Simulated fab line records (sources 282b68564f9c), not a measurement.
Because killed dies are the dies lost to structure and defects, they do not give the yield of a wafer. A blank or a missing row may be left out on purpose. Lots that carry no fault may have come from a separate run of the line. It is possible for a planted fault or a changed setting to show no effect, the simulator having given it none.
A struck lot beside a sound one    flow rit_cmos    43 steps out of a route of 202
Sound: these wafers, L952.1, L952.4, L952.5. The struck wafers were L958.2, L958.5, L958.6. The cause is named last.
Each step with rows lists, per side, the tool, then ch with its chambers, then its first start. Under that, the readings that differ: sound wafers    struck wafers    difference of the means    sigmas: that difference in standard deviations of wafers without a fault.
alike: readings with means less than 2 such deviations apart, plus words and numbers identical on both sides. not compared: withheld readings, readings lacking a value on some wafer, bounds such as >300 that could conceal the same value, and numbers that have no deviation in the record and whose values overlap.
The two part at a step that has a row with sigmas, a row that says differs or no value, or rows on one side only. Non-overlapping numbers with no deviation appear without sigmas and do not part them. A reading missing from all wafers of one side parts the sides only when that side holds two or more wafers.

first, 1 step without rows for these wafers: RIT_PRETRO_DEVELOP_05 (develop time 68 s).
RIT_PRETRO_OVL_MEAS_06:
  sound on overlay-01, day 4 04:34; struck on overlay-01, day 5 09:35
  alike: PRETRO_OVL
then, 2 steps without rows for these wafers: RIT_PRETRO_HARDBAKE_07 (time 120 s); RIT_PRETRO_IMPLANT_08.
RIT_PRETRO_STRIP_09: strips in O2, time 180 s.
  sound on plasma_asher-02 ch 0,1, day 4 05:01; struck on plasma_asher-01 ch 0,1, day 5 10:01
  alike: drypump_motor_current_A
  not compared: rf_hours_counter_h
RIT_PRETRO_TW_MEAS_10:
  sound on film_metro-02, day 4 05:11; struck on film_metro-02, day 5 10:11
  alike: PRETRO_TW
then, 5 steps without rows for these wafers: RIT_GATE_WET_ETCH_00 (etches SiO2 in BOE, target depth 56 nm, time 60 s); RIT_GATE_CLEAN_01 (cleans in SC1, time 600 s); RIT_GATE_CLEAN_02 (cleans in dHF, time 30 s); RIT_GATE_CLEAN_03 (cleans in SC2, time 600 s); RIT_GATE_CLEAN_04 (cleans in dHF, time 60 s).
RIT_FOX2_THK_MEAS_91:
  sound on film_metro-03, day 4 05:40; struck on film_metro-02, day 5 10:41
  alike: FIELD_OXIDE_LEFT_2_THK
RIT_GATE_OXIDATION_05: target thk 3 nm, ox time 270 s.
  sound on furnace-03 ch 0, day 4 05:43; struck on furnace-03 ch 0, day 5 11:03
  alike: ox_temp_c, tube_center_temp_C_max, zone_power_load_pct
then, 1 step without rows for these wafers: RIT_GATE_ANNEAL_06 (time 600 s).
RIT_GATE_THK_MEAS_07:
  sound on film_metro-02, day 4 07:09; struck on film_metro-02, day 5 12:53
  alike: GATE_OXIDE_THK
then, 1 step without rows for these wafers: RIT_GATE_CVD_08 (deposits poly-Si from SiH4, target thk 250 nm, time 2220 s).
RIT_GATE_THK_MEAS_09:
  sound on film_metro-02, day 4 09:50; struck on film_metro-03, day 5 14:34
  alike: GATE_POLY_THK
then, 6 steps without rows for these wafers: RIT_GATE_HMDS_10 (prime time 60 s); RIT_GATE_COAT_11 (resist thk 850 nm); RIT_GATE_SOFTBAKE_12 (time 60 s); RIT_GATE_EXPOSE_13 (exposes mask M6, target cd 150 nm); RIT_GATE_PEB_14; RIT_GATE_DEVELOP_15 (develop time 50 s).
RIT_GATE_CD_MEAS_16: target cd 150 nm.
  sound on cd_sem-01, day 4 10:49; struck on cd_sem-01, day 5 15:37
reading     sound              struck             difference  sigmas
cd_nm (nm)  147.6 148.7 146.8  155.2 158.2 153.3  +7.9        +3
RIT_GATE_OVL_MEAS_17:
  sound on overlay-02, day 4 10:56; struck on overlay-01, day 5 15:43
  alike: GATE_OVL
then, 1 step without rows for these wafers: RIT_GATE_HARDBAKE_18 (time 60 s).
RIT_GATE_ETCH_19: etches poly-Si in SF6/CHF3/O2, stops on SiO2, time 165 s, target depth 312.5 nm.
  sound on rie_si-01 ch 0,1, day 4 11:07; struck on rie_si-01 ch 2,3, day 5 15:54
reading                      sound        struck       difference  sigmas
drypump_motor_current_A (A)  4.9 5.1 4.9  5.9 5.9 6.0  +1.0        +2
  alike: CHF3_flow_sccm, oes_product_au, throttle_valve_pct
  not compared: rf_hours_counter_h
RIT_GATE_STRIP_20: strips in O2, time 180 s.
  sound on plasma_asher-02 ch 0,1, day 4 11:13; struck on plasma_asher-01 ch 0,1, day 5 16:01
  alike: drypump_motor_current_A
  not compared: rf_hours_counter_h
RIT_GATE_CD_MEAS_90: target cd 150 nm.
  sound on cd_sem-02, day 4 11:23; struck on cd_sem-02, day 5 16:13
reading     sound              struck             difference  sigmas
cd_nm (nm)  147.5 148.2 146.9  155.1 158.0 153.5  +8.0        +3
then, 4 steps without rows for these wafers: RIT_REOX_CLEAN_00 (cleans in SC1, time 600 s); RIT_REOX_CLEAN_01 (cleans in dHF, time 30 s); RIT_REOX_CLEAN_02 (cleans in SC2, time 600 s); RIT_REOX_OXIDATION_03 (target thk 25.2 nm, ox time 5580 s).
RIT_REOX_THK_MEAS_04:
  sound on film_metro-01, day 4 14:27; struck on film_metro-04, day 5 19:16
  alike: REOX_OXIDE_THK
then, 6 steps without rows for these wafers: RIT_NLDD_HMDS_00 (prime time 60 s); RIT_NLDD_COAT_01 (resist thk 1000 nm); RIT_NLDD_SOFTBAKE_02 (time 60 s); RIT_NLDD_EXPOSE_03 (exposes mask M7, target cd 40700 nm); RIT_NLDD_PEB_04; RIT_NLDD_DEVELOP_05 (develop time 50 s).
RIT_NLDD_OVL_MEAS_06:
  sound on overlay-02, day 4 15:29; struck on overlay-01, day 5 20:17
  alike: NLDD_OVL
then, 1 step without rows for these wafers: RIT_NLDD_HARDBAKE_07 (time 60 s).
RIT_M1_PROBE_99:
  sound on prober-02, day 5 07:20; struck on prober-01, day 6 13:48
reading              sound   struck       difference  sigmas
killed_at_front_end  14 7 6  132 113 118  +112        +39
killed_dies          15 7 6  132 113 118  +112        +39
killed_on_rim        4 1 2   43 33 27     +32         +23
  alike: killed_at_contacts, killed_open, killed_short

## WHERE THEY PART
At RIT_GATE_CD_MEAS_16 first; at RIT_M1_PROBE_99 last (within this record only).

WHY: the cause the simulator had injected
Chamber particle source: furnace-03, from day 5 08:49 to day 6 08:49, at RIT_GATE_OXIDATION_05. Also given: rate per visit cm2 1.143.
